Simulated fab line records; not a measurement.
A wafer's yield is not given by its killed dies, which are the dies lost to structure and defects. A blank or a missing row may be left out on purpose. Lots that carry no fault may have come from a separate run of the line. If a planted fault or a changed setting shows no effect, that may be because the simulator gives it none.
The tool behind it: which one? :: flow berkeley cmos170 :: 12 lots, 36 wafers sampled, at 3 steps of a route of 331

WHAT EACH GAUGE READ, for each wafer
UCB170_PWELL_THK_MEAS_03.
lot: L473
measured: day 3 01:26
on: film metro-01
PWELL_OXIDE_THK (nm): 27.7 27.4 27.5

lot: L474
measured: day 3 11:28
on: film metro-02
PWELL_OXIDE_THK (nm): 26.6 26.5 26.5

lot: L475
measured: day 3 11:28
on: film metro-04
PWELL_OXIDE_THK (nm): 27.8 28.0 27.7

lot: L476
measured: day 4 02:52
on: film metro-02
PWELL_OXIDE_THK (nm): 28.1 27.9 28.2

lot: L477
measured: day 4 02:52
on: film metro-04
PWELL_OXIDE_THK (nm): 26.9 26.4 27.4

lot: L478
measured: day 4 11:23
on: film metro-04
PWELL_OXIDE_THK (nm): 27.6 27.2 27.7

lot: L487
measured: day 5 21:34
on: film metro-04
PWELL_OXIDE_THK (nm): 29.1 29.2 29.2

lot: L491
measured: day 6 17:27
on: film metro-02
PWELL_OXIDE_THK (nm): 27.0 26.7 27.3

lot: L490
measured: day 6 17:28
on: film metro-04
PWELL_OXIDE_THK (nm): 28.6 29.2 28.6

lot: L492
measured: day 7 07:31
on: film metro-01
PWELL_OXIDE_THK (nm): 27.2 26.6 27.1

lot: L494
measured: day 7 14:22
on: film metro-01
PWELL_OXIDE_THK (nm): 26.5 26.2 26.3

lot: L496
measured: day 8 00:19
on: film metro-02
PWELL_OXIDE_THK (nm): 26.2 26.0 26.4

UCB170_PWELL_OVL_MEAS_13.
lot: L473
measured: day 3 12:23
on: overlay-01
PWELL_OVL (nm): -4 -15 2

lot: L474
measured: day 3 20:57
on: overlay-01
PWELL_OVL (nm): -10 -3 -7

lot: L475
measured: day 3 20:43
on: overlay-02
PWELL_OVL (nm): -4 -19 -7

lot: L476
measured: day 4 11:28
on: overlay-01
PWELL_OVL (nm): -4 -11 -16

lot: L477
measured: day 4 11:20
on: overlay-02
PWELL_OVL (nm): -9 -8 -1

lot: L478
measured: day 4 20:53
on: overlay-01
PWELL_OVL (nm): -18 -8 -10

lot: L487
measured: day 6 06:31
on: overlay-02
PWELL_OVL (nm): 3 6 -2

lot: L491
measured: day 7 03:16
on: overlay-01
PWELL_OVL (nm): -10 -9 -16

lot: L490
measured: day 7 03:31
on: overlay-02
PWELL_OVL (nm): -18 -8 -6

lot: L492
measured: day 7 14:55
on: overlay-02
PWELL_OVL (nm): 1 -5 -3

lot: L494
measured: day 8 01:24
on: overlay-01
PWELL_OVL (nm): -5 -13 -2

lot: L496
measured: day 8 10:43
on: overlay-01
PWELL_OVL (nm): -11 -14 -6

WHICH TOOL RAN EACH LOT (tool, then ch and the chambers of the sampled wafers, then the start)
lot: L473
UCB170_NWELL_STRIP_15: plasma asher-02 ch 0,1, day 2 10:06

lot: L474
UCB170_NWELL_STRIP_15: plasma asher-02 ch 0,1, day 3 00:39

lot: L475
UCB170_NWELL_STRIP_15: plasma asher-04 ch 0,1, day 3 00:53

lot: L476
UCB170_NWELL_STRIP_15: plasma asher-02 ch 1, day 3 14:37

lot: L477
UCB170_NWELL_STRIP_15: plasma asher-01 ch 0,1, day 3 14:41

lot: L478
UCB170_NWELL_STRIP_15: plasma asher-01 ch 0,1, day 4 01:23

lot: L487
UCB170_NWELL_STRIP_15: plasma asher-02 ch 0,1, day 5 09:20

lot: L491
UCB170_NWELL_STRIP_15: plasma asher-02 ch 0,1, day 6 06:40

lot: L490
UCB170_NWELL_STRIP_15: plasma asher-01 ch 0,1, day 6 06:41

lot: L492
UCB170_NWELL_STRIP_15: plasma asher-02 ch 0,1, day 6 18:58

lot: L494
UCB170_NWELL_STRIP_15: plasma asher-01 ch 0,1, day 7 03:17

lot: L496
UCB170_NWELL_STRIP_15: plasma asher-01 ch 0,1, day 7 12:01
- UCB170_NWELL_STRIP_15: strips in O2.

WHAT THE TOOLS THEMSELVES READ (means of the sampled wafers that have a number; where no wafer has one, the mark that the record gives instead)
UCB170_NWELL_STRIP_15.
lot: L473
tool: plasma asher-02
drypump motor current A (A): 5.0
oes product au (a.u.): 0.720
strip time to endpoint s (s): 18.11

lot: L474
tool: plasma asher-02
drypump motor current A (A): 5.0
oes product au (a.u.): 0.718
strip time to endpoint s (s): 18.16

lot: L475
tool: plasma asher-04
drypump motor current A (A): 6.2
oes product au (a.u.): 0.727
strip time to endpoint s (s): 18.12

lot: L476
tool: plasma asher-02
drypump motor current A (A): 4.8
oes product au (a.u.): 0.719
strip time to endpoint s (s): 18.14

lot: L477
tool: plasma asher-01
drypump motor current A (A): 5.4
oes product au (a.u.): 0.718
strip time to endpoint s (s): 18.07

lot: L478
tool: plasma asher-01
drypump motor current A (A): 5.3
oes product au (a.u.): 0.721
strip time to endpoint s (s): 18.00

lot: L487
tool: plasma asher-02
drypump motor current A (A): 5.0
oes product au (a.u.): 0.723
strip time to endpoint s (s): 18.12

lot: L491
tool: plasma asher-02
drypump motor current A (A): 5.2
oes product au (a.u.): 0.722
strip time to endpoint s (s): 18.21

lot: L490
tool: plasma asher-01
drypump motor current A (A): 5.7
oes product au (a.u.): 0.723
strip time to endpoint s (s): 18.21

lot: L492
tool: plasma asher-02
drypump motor current A (A): 5.0
oes product au (a.u.): 0.722
strip time to endpoint s (s): 18.17

lot: L494
tool: plasma asher-01
drypump motor current A (A): 5.4
oes product au (a.u.): 0.719
strip time to endpoint s (s): 18.11

lot: L496
tool: plasma asher-01
drypump motor current A (A): 5.8
oes product au (a.u.): 0.718
strip time to endpoint s (s): 18.09

THE ANSWER, worked out from the rows above alone
Rule: the lots themselves supply what counts as usual. Put in order of their means at a reading, lots are off if they are a third of the lots or fewer, leave a main group of 4 or more, and stand apart from it by a gap of 3 or more times the standard deviation of the main group's means; of several such gaps the widest counts. Not used: any main group whose means are identical at the precision the tables above print for the reading. A lot without any number at a reading at which 4 lots or more have one is off too. Where the step has rows for the other lots, those lots are counted as sound. Order of review: gauges by route order, followed by the tools' own readings, for which a lot's mean as printed above is used. The first step at which some lot is off is used, and at that step the reading that is off furthest; a lot without a number counts as furthest.
No lot is off on any of the readings shown, so nothing can be concluded from this.

WHAT WAS PUT IN BY THE SIMULATOR
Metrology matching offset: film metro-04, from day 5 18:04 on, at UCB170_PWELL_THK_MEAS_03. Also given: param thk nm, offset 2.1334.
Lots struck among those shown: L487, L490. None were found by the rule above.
